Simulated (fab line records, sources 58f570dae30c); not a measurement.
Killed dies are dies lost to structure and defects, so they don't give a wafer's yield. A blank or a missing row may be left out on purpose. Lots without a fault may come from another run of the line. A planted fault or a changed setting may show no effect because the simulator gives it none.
Split-lot experiment | flow berkeley_cmos170 | 5 lots, 23 wafers read, on a route of 331 steps

THE SPLIT
At UCB170_NVT_IMPLANT_07, the setting energy_kev was moved away from the recipe's 50 on 9 of the 23 wafers read, by -4.9% to +2.5%. The other wafers ran this setting at the recipe's value.

The reading is taken at the split's own step.

THE READING
implant.drp_nm (the simulator's own value, which no gauge read), in nm, at UCB170_NVT_IMPLANT_07. The file gives no usual value for it.

wafer  | tool, chamber at the split | energy_kev as run | against the recipe | implant.drp_nm, nm | against lot-mates on the recipe
L074.3 | implanter-03, 0            | 50                | recipe             | 18.57              | -
L074.4 | implanter-03, 0            | 50                | recipe             | 18.57              | -
L074.5 | implanter-03, 0            | 50                | recipe             | 18.57              | -
L077.2 | implanter-03, 0            | 48.97             | -2.1%              | 18.29              | -0.28
L077.3 | implanter-03, 0            | 48.97             | -2.1%              | 18.29              | -0.28
L077.6 | implanter-03, 0            | 48.97             | -2.1%              | 18.29              | -0.28
L077.4 | implanter-03, 0            | 50                | recipe             | 18.57              | -
L077.5 | implanter-03, 0            | 50                | recipe             | 18.57              | -
L081.1 | implanter-01, 0            | 50                | recipe             | 18.57              | -
L081.2 | implanter-01, 0            | 50                | recipe             | 18.57              | -
L081.6 | implanter-01, 0            | 50                | recipe             | 18.57              | -
L081.3 | implanter-01, 0            | 47.78             | -4.4%              | 17.98              | -0.59
L081.4 | implanter-01, 0            | 47.78             | -4.4%              | 17.98              | -0.59
L082.1 | implanter-02, 0            | 47.53             | -4.9%              | 17.91              | -0.66
L082.3 | implanter-02, 0            | 47.53             | -4.9%              | 17.91              | -0.66
L082.2 | implanter-02, 0            | 50                | recipe             | 18.57              | -
L082.4 | implanter-02, 0            | 50                | recipe             | 18.57              | -
L082.5 | implanter-02, 0            | 50                | recipe             | 18.57              | -
L085.1 | implanter-02, 0            | 51.26             | +2.5%              | 18.91              | +0.34
L085.2 | implanter-02, 0            | 51.26             | +2.5%              | 18.91              | +0.34
L085.3 | implanter-02, 0            | 50                | recipe             | 18.57              | -
L085.4 | implanter-02, 0            | 50                | recipe             | 18.57              | -
L085.6 | implanter-02, 0            | 50                | recipe             | 18.57              | -

THE FIT
A straight line over all 23 wafers: implant.drp_nm changes by +0.134 nm for each +1% of energy_kev; r = +1.00; the points scatter about the line by 0.0023 nm.
The same after taking each lot's own level away (the mean of its wafers on the recipe; 23 wafers): +0.134 nm for each +1%; r = +1.00; scatter 0.0023 nm.
On that fit, the largest move of energy_kev shifts the reading by 0.66 nm.
The lots' own levels span 18.570 to 18.570 nm.
So the lot-to-lot level changes the slope little: the two slopes agree.
Check: with one of the wafers moved furthest among these (-4.9%) left out of the fit, the line predicts -0.661 nm for it against its lot-mates. It came out at -0.66 nm against them.

OTHER SPLITS ON THESE WAFERS
These wafers also went through other splits before the reading. Each is held against what the fit with the lots' levels taken away leaves over:
other split on the same wafers        | wafers away from the commonest value | r with implant.drp_nm (lot level and that fit taken away)
UCB170_PWELL_CVD_05 sih2cl2_flow_sccm | 18                                   | -0.24
UCB170_ACTIVE_PEB_11 peb_temp_c       | 5                                    | -0.03
UCB170_SACOX_OXIDATION_01 ox_time_s   | 15                                   | +0.03

THE WHOLE CHAIN: every reading that the file lists as answering this split, in the file's order
step                  | what it does | reading                                                         | change (the file's fit)               | r (the file's)
UCB170_NVT_IMPLANT_07 |              | implant.rp_nm (the simulator's own value, which no gauge read)  | +0.366 nm for each +1% of the setting | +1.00
UCB170_NVT_IMPLANT_07 |              | implant.drp_nm (the simulator's own value, which no gauge read) | +0.134 nm for each +1% of the setting | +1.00

THE FILE'S OWN FIT
implant.drp_nm changes by +0.134 nm for each +1% of energy_kev, r = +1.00.
